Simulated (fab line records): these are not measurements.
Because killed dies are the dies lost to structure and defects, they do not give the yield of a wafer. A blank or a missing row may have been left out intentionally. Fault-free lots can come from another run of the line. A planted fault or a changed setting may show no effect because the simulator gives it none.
fab line records	flow rit-cmos
record: lots: 7	wafers: 21	last-day: 7
route steps=202 shown REOX@99 NLDD@103 PLDD@114 SPACER@125 NSD@131 M1@202
lots with no fault: from the same line, run without faults
start-h: start of the lot's first displayed wafer, in hours after the record's first day	wait-h: hours since the lot's step before	" unchanged from the row above	L1.1+2: several wafers, shown together as one row	- either no value or no given start	* or withheld: withheld	< > ~ a bound
route shown NAME@n: a module of which the file shows steps, and the number in the route of the first	usual: mean and standard deviation over wafers with no fault	same: alike in all rows	chamber/n: place in a boat	sites: the reading at each site	_std_site: the standard deviation of these	_edge_site: outer sites' mean less inner sites'	radius-mm: for every site, how far away it sits from the centre of the wafer	mask NAME#n: copy n	behind: the tool/chamber that last shaped the wafer	hold: cause of the lot's hold/its duration in hours/its outcome	device: transistor that didn't switch, given as n, p or np	end of line: the same wafers' tests at the end of the route	for a step that has no rows: nothing shown but its recipe	killed: at the first sort, the dies lost to defects and structure; wafer yield is something else	map: per-die view of a wafer (x killed, . not killed, _ where there is no die)
set.NAME: setting as actually run; set.NAME@STEP: the setting as run at that earlier step	model.NAME: the simulator's own value behind a step, which no gauge read
lots at selected steps of the route; one table per step, one row per wafer
services: a tool's chamber out of use, with start hour (start-h, from the record's first day; less than 0 if before it), hours out, and reason
== steps ==
step: RIT_REOX_CLEAN_01
recipe: chemistry: dHF	dilution: 50:1	time-s: 30
step: RIT_REOX_CLEAN_02
recipe: chemistry: SC2	mix: 3:3:50	time-s: 600	temp-c: 75	dry: n2-spin
step: RIT_REOX_OXIDATION_03
recipe: temp-c: 900	ambient: O2	target-thk-a: 252	ox-time-s: 5580
step: RIT_REOX_THK_MEAS_04
recipe: reads: SiO2_of_REOX_OXIDATION_03
usual: REOX_OXIDE_THK: 25.3/0.42
lot.wafer	tool	chamber	start-h	wait-h	REOX_OXIDE_THK[nm]
L108.1	film-metro-03	-	42.41	0.0	24.9
L108.3	"	-	"	"	24.8
L108.4	"	-	"	"	24.8
L110.2	film-metro-03	-	54.82	0.0	24.6
L110.4	"	-	"	"	25.3
L110.5	"	-	"	"	25.5
L120.1	film-metro-02	-	105.96	0.0	25.7
L120.3	"	-	"	"	26.0
L120.4	"	-	"	"	25.6
L121.2	film-metro-03	-	108.99	0.0	25.8
L121.4	"	-	"	"	25.7
L121.5	"	-	"	"	25.7
L125.1	film-metro-04	-	130.36	0.0	25.2
L125.2	"	-	"	"	25.0
L125.6	"	-	"	"	25.1
L127.2	film-metro-03	-	139.88	0.0	25.0
L127.3	"	-	"	"	25.2
L127.6	"	-	"	"	25.6
L131.1	film-metro-02	-	157.15	0.0	25.6
L131.2	"	-	"	"	25.3
L131.3	"	-	"	"	25.2
step: RIT_NLDD_HMDS_00
recipe: prime-time-s: 60	prime-temp-c: 140
step: RIT_NLDD_COAT_01
recipe: resist: NOVOLAK	spin-rpm: 3250	resist-thk-nm: 1000
step: RIT_NLDD_SOFTBAKE_02
recipe: resist: NOVOLAK	temp-c: 90	time-s: 60
step: RIT_NLDD_EXPOSE_03
recipe: mask-id: M7	na: 0.57	target-cd-nm: 40700	dose-mj: 250
step: RIT_NLDD_PEB_04
recipe: resist: NOVOLAK	temp-c: withheld	time-s: withheld
step: RIT_NLDD_DEVELOP_05
recipe: resist: NOVOLAK	develop-time-s: 50	dev-temp-c: 23
step: RIT_NLDD_OVL_MEAS_06
usual: NLDD_OVL: 0.3/1.3
lot.wafer	tool	chamber	start-h	wait-h	NLDD_OVL[nm]
L108.1	overlay-01	-	43.44	-	-1.7
L108.3	"	-	"	"	0.4
L108.4	"	-	"	"	-0.4
L110.2	overlay-02	-	55.85	-	-0.4
L110.4	"	-	"	"	0.6
L110.5	"	-	"	"	1.1
L120.1	overlay-02	-	106.87	-	1.7
L120.3	"	-	"	"	0.5
L120.4	"	-	"	"	2.3
L121.2	overlay-01	-	110.02	-	0.6
L121.4	"	-	"	"	1.0
L121.5	"	-	"	"	1.8
L125.1	overlay-02	-	131.27	-	-0.5
L125.2	"	-	"	"	0.2
L125.6	"	-	"	"	0.4
L127.2	overlay-02	-	140.78	-	-0.9
L127.3	"	-	"	"	-0.6
L127.6	"	-	"	"	0.3
L131.1	overlay-02	-	158.10	-	0.4
L131.2	"	-	"	"	0.2
L131.3	"	-	"	"	-1.9
step: RIT_NLDD_HARDBAKE_07
recipe: resist: NOVOLAK	temp-c: 140	time-s: 60
step: RIT_NLDD_IMPLANT_08
recipe: species: P	energy-kev: 20	dose-cm2: 5e+14	tilt-deg: 7
lot.wafer	tool	chamber	start-h	wait-h
L108.1+3+4	implanter-04	0	43.63	0.1
L110.2+4+5	implanter-01	0	56.05	0.1
L120.1+3+4	implanter-01	0	107.06	0.1
L121.2+4+5	implanter-02	0	110.23	0.1
L125.1+2+6	implanter-01	0	131.46	0.1
L125.1+2+6	implanter-01	0	131.78	0.3
L127.2+3+6	implanter-01	0	140.99	0.1
L127.2+3+6	implanter-01	0	141.31	0.3
L131.1+2+3	implanter-01	0	158.29	0.1
L131.1+2+3	implanter-01	0	158.60	0.3
step: RIT_NLDD_STRIP_09
recipe: chemistry: O2	time-s: 180	resist: NOVOLAK	platen-temp-c: withheld	power-w: 500	pressure-mtorr: 4000	o2-flow-sccm: 4000
usual: drypump-motor-current-A: 5.85/0.24	rf-refl-power-W: 6.7/1
lot.wafer	tool	chamber	start-h	wait-h	drypump-motor-current-A	rf-hours-counter-h	rf-refl-power-W
L108.1	plasma-asher-03	0	43.78	0.1	6.07	25	4.9
L108.3	"	1	"	"	5.83	-	7.1
L108.4	"	0	"	"	6.04	-	4.8
L110.2	plasma-asher-03	1	56.18	0.1	5.79	26	7.2
L110.4	"	0	"	"	6.06	-	5.0
L110.5	"	0	"	"	6.05	-	4.7
L120.1	plasma-asher-04	1	107.21	0.1	5.56	46	6.7
L120.3	"	1	"	"	5.58	-	6.7
L120.4	"	0	"	"	5.39	-	8.6
L121.2	plasma-asher-03	1	110.35	0.1	5.81	32	7.0
L121.4	"	1	"	"	5.81	-	7.1
L121.5	"	1	"	"	5.83	-	7.0
L125.1	plasma-asher-02	1	131.93	0.1	6.17	49	7.2
L125.2	"	0	"	"	5.83	49	6.3
L125.6	"	1	"	"	6.17	-	7.4
L127.2	plasma-asher-03	1	141.43	0.1	5.81	36	7.0
L127.3	"	1	"	"	5.85	-	7.0
L127.6	"	0	"	"	6.07	-	5.0
L131.1	plasma-asher-04	1	158.75	0.1	5.55	4	6.9
L131.2	"	0	"	"	5.43	4	8.5
L131.3	"	1	"	"	5.57	-	6.8
step: RIT_NLDD_TW_MEAS_10
usual: NLDD_TW: 2466/27
lot.wafer	tool	chamber	start-h	wait-h	NLDD_TW
L108.1	film-metro-01	-	43.95	0.1	2454
L108.3	"	-	"	"	2465
L108.4	"	-	"	"	2455
L110.2	film-metro-01	-	56.36	0.1	2450
L110.4	"	-	"	"	2424
L110.5	"	-	"	"	2431
L120.1	film-metro-01	-	107.38	0.1	2459
L120.3	"	-	"	"	2445
L120.4	"	-	"	"	2444
L121.2	film-metro-02	-	110.54	0.1	2482
L121.4	"	-	"	"	2483
L121.5	"	-	"	"	2495
L125.1	film-metro-02	-	132.10	0.1	2942
L125.2	"	-	"	"	2930
L125.6	"	-	"	"	2946
L127.2	film-metro-01	-	141.62	0.1	2857
L127.3	"	-	"	"	2873
L127.6	"	-	"	"	2872
L131.1	film-metro-03	-	158.93	0.1	2959
L131.2	"	-	"	"	2974
L131.3	"	-	"	"	2960
step: RIT_PLDD_HMDS_00
recipe: prime-time-s: 60	prime-temp-c: 140
step: RIT_PLDD_COAT_01
recipe: resist: NOVOLAK	spin-rpm: 3250	resist-thk-nm: 1000
step: RIT_PLDD_SOFTBAKE_02
recipe: resist: NOVOLAK	temp-c: 90	time-s: 60
step: RIT_PLDD_EXPOSE_03
recipe: mask-id: M8	na: 0.57	target-cd-nm: 40900	dose-mj: 250
step: RIT_PLDD_PEB_04
recipe: resist: NOVOLAK	temp-c: withheld	time-s: withheld
step: RIT_PLDD_DEVELOP_05
recipe: resist: NOVOLAK	develop-time-s: 51.09	dev-temp-c: 23
step: RIT_PLDD_OVL_MEAS_06
usual: PLDD_OVL: 0.4/1.7
lot.wafer	tool	chamber	start-h	wait-h	PLDD_OVL[nm]
L108.1	overlay-01	-	44.99	-	0.7
L108.3	"	-	"	"	-0.2
L108.4	"	-	"	"	4.5
L110.2	overlay-01	-	57.52	-	-1.0
L110.4	"	-	"	"	0.4
L110.5	"	-	"	"	0.8
L120.1	overlay-01	-	108.42	-	1.4
L120.3	"	-	"	"	2.1
L120.4	"	-	"	"	1.8
L121.2	overlay-01	-	111.57	-	3.2
L121.4	"	-	"	"	1.5
L121.5	"	-	"	"	4.4
L125.1	overlay-02	-	133.01	-	0.6
L125.2	"	-	"	"	1.1
L125.6	"	-	"	"	0.9
L127.2	overlay-02	-	142.78	-	-2.5
L127.3	"	-	"	"	-0.1
L127.6	"	-	"	"	-1.9
L131.1	overlay-02	-	159.84	-	-3.8
L131.2	"	-	"	"	-3.5
L131.3	"	-	"	"	-1.9
step: RIT_PLDD_HARDBAKE_07
recipe: resist: NOVOLAK	temp-c: 140	time-s: 60
step: RIT_PLDD_IMPLANT_08
recipe: species: BF2	energy-kev: 20	dose-cm2: 9e+14	tilt-deg: 7
step: RIT_PLDD_STRIP_09
recipe: chemistry: O2	time-s: 180	resist: NOVOLAK	platen-temp-c: withheld	power-w: 500	pressure-mtorr: 4000	o2-flow-sccm: 4000
usual: drypump-motor-current-A: 5.94/0.22	rf-refl-power-W: 6.4/0.85
lot.wafer	tool	chamber	start-h	wait-h	drypump-motor-current-A	rf-hours-counter-h	rf-refl-power-W
L108.1	plasma-asher-02	0	45.33	0.1	5.84	40	6.5
L108.3	"	0	"	"	5.80	-	6.4
L108.4	"	1	"	"	6.15	-	7.8
L110.2	plasma-asher-01	0	57.85	0.1	6.23	42	6.4
L110.4	"	1	"	"	5.53	-	6.5
L110.5	"	1	"	"	5.54	-	6.7
L120.1	plasma-asher-03	1	108.76	0.1	5.80	32	7.1
L120.3	"	1	"	"	5.81	-	7.0
L120.4	"	0	"	"	6.04	-	4.9
L121.2	plasma-asher-03	1	111.90	0.1	5.79	32	7.3
L121.4	"	0	"	"	6.05	-	5.0
L121.5	"	1	"	"	5.80	-	7.2
L125.1	plasma-asher-03	0	133.35	0.1	6.05	35	4.9
L125.2	"	1	"	"	5.77	35	7.1
L125.6	"	1	"	"	5.79	-	6.6
L127.2	plasma-asher-01	1	143.14	0.1	5.54	51	6.3
L127.3	"	1	"	"	5.53	-	6.6
L127.6	"	0	"	"	6.22	-	6.4
L131.1	plasma-asher-02	1	160.18	0.1	6.13	52	7.7
L131.2	"	0	"	"	5.84	52	6.5
L131.3	"	0	"	"	5.82	-	6.1
step: RIT_PLDD_TW_MEAS_10
usual: PLDD_TW: 2328/25
lot.wafer	tool	chamber	start-h	wait-h	PLDD_TW
L108.1	film-metro-02	-	45.51	0.1	2327
L108.3	"	-	"	"	2323
L108.4	"	-	"	"	2313
L110.2	film-metro-01	-	58.03	0.1	2293
L110.4	"	-	"	"	2289
L110.5	"	-	"	"	2299
L120.1	film-metro-01	-	108.93	0.1	2312
L120.3	"	-	"	"	2311
L120.4	"	-	"	"	2314
L121.2	film-metro-02	-	112.08	0.1	2331
L121.4	"	-	"	"	2317
L121.5	"	-	"	"	2329
L125.1	film-metro-01	-	133.52	0.1	2292
L125.2	"	-	"	"	2286
L125.6	"	-	"	"	2291
L127.2	film-metro-03	-	143.33	0.1	2365
L127.3	"	-	"	"	2351
L127.6	"	-	"	"	2362
L131.1	film-metro-03	-	160.35	0.1	2364
L131.2	"	-	"	"	2346
L131.3	"	-	"	"	2357
step: RIT_SPACER_CLEAN_00
recipe: chemistry: SC1	mix: 3:3:50	time-s: 600	temp-c: 75
step: RIT_SPACER_CLEAN_01
recipe: chemistry: dHF	dilution: 50:1	time-s: 30
step: RIT_SPACER_CLEAN_02
recipe: chemistry: SC2	mix: 3:3:50	time-s: 600	temp-c: 75	dry: n2-spin
step: RIT_SPACER_CVD_03
recipe: material: Si3N4	target-thk-nm: 250	temp-c: 810	precursor: SiH2Cl2/NH3	time-s: 3300	pressure-mtorr: 300	sih2cl2-flow-sccm: 60	nh3-flow-sccm: 150
step: RIT_SPACER_THK_MEAS_04
recipe: reads: Si3N4_of_SPACER_CVD_03
usual: SPACER_NITRIDE_THK: 248.9/2.4
lot.wafer	tool	chamber	start-h	wait-h	SPACER_NITRIDE_THK[nm]
L108.1	film-metro-02	-	47.85	0.0	250.3
L108.3	"	-	"	"	248.2
L108.4	"	-	"	"	250.9
L110.2	film-metro-01	-	61.18	0.0	247.1
L110.4	"	-	"	"	245.5
L110.5	"	-	"	"	245.6
L120.1	film-metro-04	-	112.36	0.0	247.5
L120.3	"	-	"	"	245.7
L120.4	"	-	"	"	249.8
L121.2	film-metro-04	-	114.45	0.0	248.6
L121.4	"	-	"	"	249.1
L121.5	"	-	"	"	250.3
L125.1	film-metro-02	-	135.87	0.0	250.3
L125.2	"	-	"	"	250.4
L125.6	"	-	"	"	248.4
L127.2	film-metro-02	-	145.83	0.0	254.0
L127.3	"	-	"	"	253.3
L127.6	"	-	"	"	251.4
L131.1	film-metro-04	-	162.69	0.0	247.5
L131.2	"	-	"	"	246.1
L131.3	"	-	"	"	247.7
step: RIT_SPACER_ETCHBACK_05
recipe: target-depth-a: 2500	SF6_flow_sccm: 30	CHF3_flow_sccm: 30	target: Si3N4	chemistry: SF6/CHF3	pressure-mtorr: 40	rf-w: 250	time-s: 240	stop-on: SiO2
usual: drypump-motor-current-A: 5.6/0.3	oes-product-au: 0.849/0.016	throttle-valve-pct: 10.24/0.15
lot.wafer	tool	chamber	start-h	wait-h	drypump-motor-current-A	oes-product-au	rf-hours-counter-h	throttle-valve-pct
L108.1	rie-diel-01	2	47.91	0.1	6.0	0.846	91	10.49
L108.3	"	0	"	"	5.8	0.862	100	10.32
L108.4	"	1	"	"	5.4	0.876	115	10.04
L110.2	rie-diel-01	2	61.23	0.0	6.1	0.838	91	10.46
L110.4	"	0	"	"	5.8	0.842	101	10.29
L110.5	"	2	"	"	6.1	0.844	-	10.44
L120.1	rie-diel-01	3	112.42	0.1	5.0	0.818	8	10.36
L120.3	"	2	"	"	6.1	0.844	93	10.45
L120.4	"	1	"	"	5.4	0.864	117	10.04
L121.2	rie-diel-04	1	114.50	0.0	5.8	0.847	63	10.31
L121.4	"	0	"	"	5.8	0.852	138	10.03
L121.5	"	3	"	"	5.5	0.870	-	10.14
L125.1	rie-diel-01	3	135.93	0.1	5.0	0.819	9	10.35
L125.2	"	1	"	"	5.4	0.869	117	10.04
L125.6	"	1	"	"	5.4	0.862	-	10.05
L127.2	rie-diel-01	2	145.88	0.0	6.0	0.851	93	10.47
L127.3	"	1	"	"	5.4	0.874	117	10.05
L127.6	"	3	"	"	4.9	0.832	-	10.37
L131.1	rie-diel-04	1	162.75	0.1	5.8	0.843	64	10.31
L131.2	"	0	"	"	5.8	0.851	140	10.02
L131.3	"	3	"	"	5.5	0.863	103	10.14
step: RIT_NSD_HMDS_00
recipe: prime-time-s: 60	prime-temp-c: 140
step: RIT_NSD_COAT_01
recipe: resist: NOVOLAK	spin-rpm: 3250	resist-thk-nm: 989.5
step: RIT_NSD_SOFTBAKE_02
recipe: resist: NOVOLAK	temp-c: 90	time-s: 60
step: RIT_NSD_EXPOSE_03
recipe: mask-id: M9	na: 0.57	target-cd-nm: 40700	dose-mj: 250
step: RIT_NSD_PEB_04
recipe: resist: NOVOLAK	temp-c: withheld	time-s: withheld
step: RIT_NSD_DEVELOP_05
recipe: resist: NOVOLAK	develop-time-s: 50	dev-temp-c: 23
step: RIT_NSD_OVL_MEAS_06
usual: NSD_OVL: 0.1/1.5
lot.wafer	tool	chamber	start-h	wait-h	NSD_OVL[nm]
L108.1	overlay-01	-	48.91	-	0.5
L108.3	"	-	"	"	0.6
L108.4	"	-	"	"	0.1
L110.2	overlay-01	-	62.24	-	-0.1
L110.4	"	-	"	"	-0.2
L110.5	"	-	"	"	0.2
L120.1	overlay-01	-	113.55	-	1.6
L120.3	"	-	"	"	3.1
L120.4	"	-	"	"	1.3
L121.2	overlay-01	-	115.71	-	2.0
L121.4	"	-	"	"	-1.4
L121.5	"	-	"	"	-0.3
L125.1	overlay-02	-	136.98	-	-0.4
L125.2	"	-	"	"	-1.8
L125.6	"	-	"	"	-3.2
L127.2	overlay-02	-	146.88	-	-2.2
L127.3	"	-	"	"	-3.7
L127.6	"	-	"	"	-1.7
L131.1	overlay-01	-	163.75	-	-1.3
L131.2	"	-	"	"	-0.8
L131.3	"	-	"	"	-2.2
step: RIT_NSD_HARDBAKE_07
recipe: resist: NOVOLAK	temp-c: 140	time-s: 60
step: RIT_NSD_IMPLANT_08
recipe: species: P	energy-kev: 25	dose-cm2: 1e+15	tilt-deg: 7
step: RIT_NSD_STRIP_09
recipe: chemistry: O2	time-s: 180	resist: NOVOLAK	platen-temp-c: withheld	power-w: 500	pressure-mtorr: 4000	o2-flow-sccm: 4000
usual: drypump-motor-current-A: 5.8/0.32	rf-refl-power-W: 7.0/0.79
lot.wafer	tool	chamber	start-h	wait-h	drypump-motor-current-A	rf-hours-counter-h	rf-refl-power-W
L108.1	plasma-asher-01	0	49.25	0.1	6.2	41	6.4
L108.3	"	0	"	"	6.2	-	6.3
L108.4	"	1	"	"	5.5	-	6.6
L110.2	plasma-asher-04	1	62.57	0.1	5.6	41	7.0
L110.4	"	0	"	"	5.4	-	8.3
L110.5	"	1	"	"	5.6	-	6.9
L120.1	plasma-asher-01	0	113.89	0.1	6.2	48	6.3
L120.3	"	0	"	"	6.2	-	6.3
L120.4	"	1	"	"	5.6	-	6.7
L121.2	plasma-asher-01	0	116.04	0.1	6.2	48	6.2
L121.4	"	1	"	"	5.5	-	6.5
L121.5	"	0	"	"	6.2	-	6.3
L125.1	plasma-asher-01	1	137.33	0.1	5.5	50	6.2
L125.2	"	0	"	"	6.2	50	6.4
L125.6	"	1	"	"	5.5	-	6.2
L127.2	plasma-asher-01	0	147.21	0.1	6.2	51	6.4
L127.3	"	0	"	"	6.2	-	6.5
L127.6	"	1	"	"	5.5	-	6.6
L131.1	plasma-asher-02	0	164.09	0.1	5.9	53	6.5
L131.2	"	1	"	"	6.2	53	7.1
L131.3	"	1	"	"	6.2	-	7.4
step: RIT_SDANNEAL_RS_MEAS_07
recipe: thk-meas-gauge: four-point-probe
usual: NLDD_RS: 151.6/0.4
lot.wafer	tool	chamber	start-h	wait-h	NLDD_RS[ohm/sq]
L108.1	film-metro-01	-	52.08	0.1	151.3
L108.3	"	-	"	"	151.4
L108.4	"	-	"	"	151.9
L110.2	film-metro-03	-	65.08	0.1	150.7
L110.4	"	-	"	"	151.5
L110.5	"	-	"	"	150.6
L120.1	film-metro-01	-	116.59	0.1	151.4
L120.3	"	-	"	"	152.0
L120.4	"	-	"	"	151.8
L121.2	film-metro-01	-	118.52	0.1	150.9
L121.4	"	-	"	"	150.9
L121.5	"	-	"	"	151.1
L125.1	film-metro-01	-	140.12	0.1	86.9
L125.2	"	-	"	"	86.8
L125.6	"	-	"	"	87.0
L127.2	film-metro-03	-	149.97	0.1	86.9
L127.3	"	-	"	"	86.8
L127.6	"	-	"	"	86.8
L131.1	film-metro-03	-	167.75	0.1	86.9
L131.2	"	-	"	"	86.5
L131.3	"	-	"	"	86.5
step: RIT_M1_PROBE_99
usual: killed_at_M0_to_M3: 0.0/0.16	killed-at-contacts: 0.0/0.2	killed-at-front-end: 7.2/2.5	killed-dies: 7.3/2.5	killed-open: 3.8/1.9	killed-short: 3.5/1.8
same: gross-dies: 264	killed_at_M4_up: 0	killed-at-back-side: 0	killed-at-other: 0
lot.wafer	tool	chamber	start-h	wait-h	killed_at_M0_to_M3	killed-at-contacts	killed-at-front-end	killed-dies	killed-open	killed-short
L108.1	prober-02	-	59.38	0.1	0	0	10	10	6	4
L108.3	prober-02	-	59.48	0.2	0	0	8	8	3	5
L108.4	prober-02	-	59.53	0.2	0	0	4	4	2	2
L110.2	prober-02	-	72.00	0.1	0	0	10	10	3	7
L110.4	prober-02	-	72.10	0.2	0	0	7	7	2	5
L110.5	prober-02	-	72.15	0.2	0	0	6	6	3	3
L120.1	prober-02	-	123.70	0.1	0	0	9	9	6	3
L120.3	prober-02	-	123.80	0.2	0	0	6	6	4	2
L120.4	prober-02	-	123.85	0.2	0	0	5	5	2	3
L121.2	prober-01	-	125.81	0.1	0	0	4	4	3	1
L121.4	prober-01	-	125.91	0.2	0	0	6	6	2	4
L121.5	prober-01	-	125.96	0.2	0	0	7	7	3	4
L125.1	prober-01	-	147.15	0.1	0	0	8	8	2	6
L125.2	prober-01	-	147.20	0.1	0	0	3	3	2	1
L125.6	prober-01	-	147.40	0.2	0	0	9	9	5	4
L127.2	prober-01	-	157.16	0.1	1	1	5	7	3	4
L127.3	prober-01	-	157.21	0.2	0	0	9	9	5	4
L127.6	prober-01	-	157.36	0.2	0	0	8	8	2	6
L131.1	prober-01	-	176.40	0.1	0	0	4	4	3	1
L131.2	prober-01	-	176.45	0.1	0	0	12	12	7	5
L131.3	prober-01	-	176.50	0.2	0	0	12	12	3	9
killed by level:class
L108.1 GATE:geometric-particle:open=3 FOX1:geometric-particle:open=2 FOX1:geometric-particle:short=1 GATE:geometric-particle:short=1 SPACER:geometric-particle:short=1 SILICIDE:geometric-particle:short=1 SILICIDE:geometric-particle:open=1
L108.3 FOX1:geometric-particle:short=2 REOX:geometric-particle:open=2 GATE:geometric-particle:short=1 GATE:geometric-particle:open=1 REOX:geometric-particle:short=1 SILICIDE:geometric-particle:short=1
L108.4 GATE:geometric-particle:open=1 GATE:geometric-particle:short=1 SILICIDE:geometric-particle:short=1 SILICIDE:geometric-particle:open=1
L110.2 FOX2:geometric-particle:short=2 GATE:geometric-particle:open=2 REOX:geometric-particle:short=2 SILICIDE:geometric-particle:short=2 FOX2:geometric-particle:open=1 GATE:geometric-particle:short=1
L110.4 REOX:geometric-particle:short=2 FOX1:geometric-particle:short=1 FOX2:geometric-particle:short=1 FOX2:geometric-particle:open=1 GATE:geometric-particle:open=1 GATE:geometric-particle:short=1
L110.5 FOX2:geometric-particle:short=1 GATE:geometric-particle:short=1 GATE:geometric-particle:open=1 REOX:geometric-particle:open=1 REOX:geometric-particle:short=1 SPACER:geometric-particle:open=1
L120.1 GATE:geometric-particle:short=3 FOX2:geometric-particle:open=2 GATE:geometric-particle:open=2 SILICIDE:geometric-particle:open=2
L120.3 REOX:geometric-particle:short=2 GATE:geometric-particle:open=1 REOX:geometric-particle:open=1 SPACER:geometric-particle:open=1 SILICIDE:geometric-particle:open=1
L120.4 GATE:geometric-particle:short=2 GATE:geometric-particle:open=1 REOX:geometric-particle:short=1 SPACER:geometric-particle:open=1
L121.2 GATE:geometric-particle:open=3 GATE:geometric-particle:short=1
L121.4 SILICIDE:geometric-particle:short=2 GATE:geometric-particle:open=1 GATE:geometric-particle:short=1 REOX:geometric-particle:short=1 SILICIDE:geometric-particle:open=1
L121.5 GATE:geometric-particle:short=2 SILICIDE:geometric-particle:short=2 GATE:geometric-particle:open=1 SPACER:geometric-particle:open=1 SILICIDE:geometric-particle:open=1
L125.1 GATE:geometric-particle:short=3 FOX1:geometric-particle:short=1 FOX2:geometric-particle:open=1 FOX2:geometric-particle:short=1 SILICIDE:geometric-particle:open=1 SILICIDE:geometric-particle:short=1
L125.2 FOX1:geometric-particle:open=1 GATE:geometric-particle:short=1 GATE:geometric-particle:open=1
L125.6 GATE:geometric-particle:open=2 FOX1:geometric-particle:open=1 FOX1:geometric-particle:short=1 FOX2:geometric-particle:open=1 FOX2:geometric-particle:short=1 GATE:geometric-particle:short=1 REOX:geometric-particle:open=1 SILICIDE:geometric-particle:short=1
L127.2 FOX1:geometric-particle:short=1 FOX2:geometric-particle:short=1 GATE:geometric-particle:open=1 GATE:geometric-particle:short=1 SILICIDE:geometric-particle:open=1 CONTACT:geometric-particle:open=1 M1:geometric-particle:short=1
L127.3 GATE:geometric-particle:short=3 GATE:geometric-particle:open=2 SILICIDE:geometric-particle:open=2 FOX1:geometric-particle:short=1 SPACER:geometric-particle:open=1
L127.6 GATE:geometric-particle:short=3 SILICIDE:geometric-particle:short=2 ACTIVE:geometric-particle:open=1 REOX:geometric-particle:short=1 SILICIDE:geometric-particle:open=1
L131.1 SPACER:geometric-particle:open=2 FOX2:geometric-particle:short=1 SILICIDE:geometric-particle:open=1
L131.2 SPACER:geometric-particle:open=3 GATE:geometric-particle:short=2 SPACER:geometric-particle:short=2 FOX1:geometric-particle:open=1 FOX1:geometric-particle:short=1 FOX2:geometric-particle:open=1 GATE:geometric-particle:open=1 REOX:geometric-particle:open=1
L131.3 GATE:geometric-particle:short=3 REOX:geometric-particle:short=2 SILICIDE:geometric-particle:short=2 FOX1:geometric-particle:short=1 GATE:geometric-particle:open=1 REOX:geometric-particle:open=1 SPACER:geometric-particle:open=1 SPACER:geometric-particle:short=1
== services ==
tool	chamber	start-h	hours	kind
rie-diel-04	2	22.35	9.7	repair
rie-diel-04	-	23.37	14.6	pm
plasma-asher-03	-	24.30	2.2	repair
implanter-01	-	36.80	3.0	repair
implanter-04	-	44.46	2.6	repair
implanter-02	-	49.55	4.1	pm
rie-diel-01	-	70.58	2.8	pm
rie-diel-01	3	79.01	14.1	repair
plasma-asher-02	-	79.75	1.5	repair
plasma-asher-03	-	80.05	2.8	pm
plasma-asher-01	-	86.60	2.0	repair
implanter-01	-	87.16	1.8	repair
implanter-01	-	96.89	0.7	repair
plasma-asher-04	-	108.75	9.0	pm
plasma-asher-04	0	108.75	9.0	vent-cycle
plasma-asher-04	1	108.75	9.0	vent-cycle
plasma-asher-04	0	117.75	-	clean
plasma-asher-04	1	117.75	-	clean
implanter-04	-	125.63	4.2	pm
implanter-04	-	133.28	2.0	repair
== key ==
first-sign: step: RIT_NLDD_IMPLANT_08	reading: visit	direction: added
effect: step: RIT_NLDD_TW_MEAS_10	reading: NLDD_TW	direction: up	sigmas: 17	usual: 2466	struck: 2924
effect: step: RIT_SDANNEAL_RS_MEAS_07	reading: NLDD_RS	direction: down	sigmas: 99+	usual: 151.6	struck: 86.8
met-at RIT_NLDD_IMPLANT_08
struck-wafers L125.1,L125.2,L125.6,L127.2,L127.3,L127.6,L131.1,L131.2,L131.3
tester-left-out L125,L127,L131
fault: kind: repeated-step-whole	tool: implanter-01,implanter-02,implanter-04	chamber: -	onset-h: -	steps: RIT_NLDD_IMPLANT_08	times: 1	scope: struck-lots-only
tester-left-out: of these lots the tester's yield and bins aren't shown, on N5 and GAA mostly nor the transistor test; their killed dies are dies lost to structure and defects alone, not to doping, threshold or leakage, so they don't give the yield
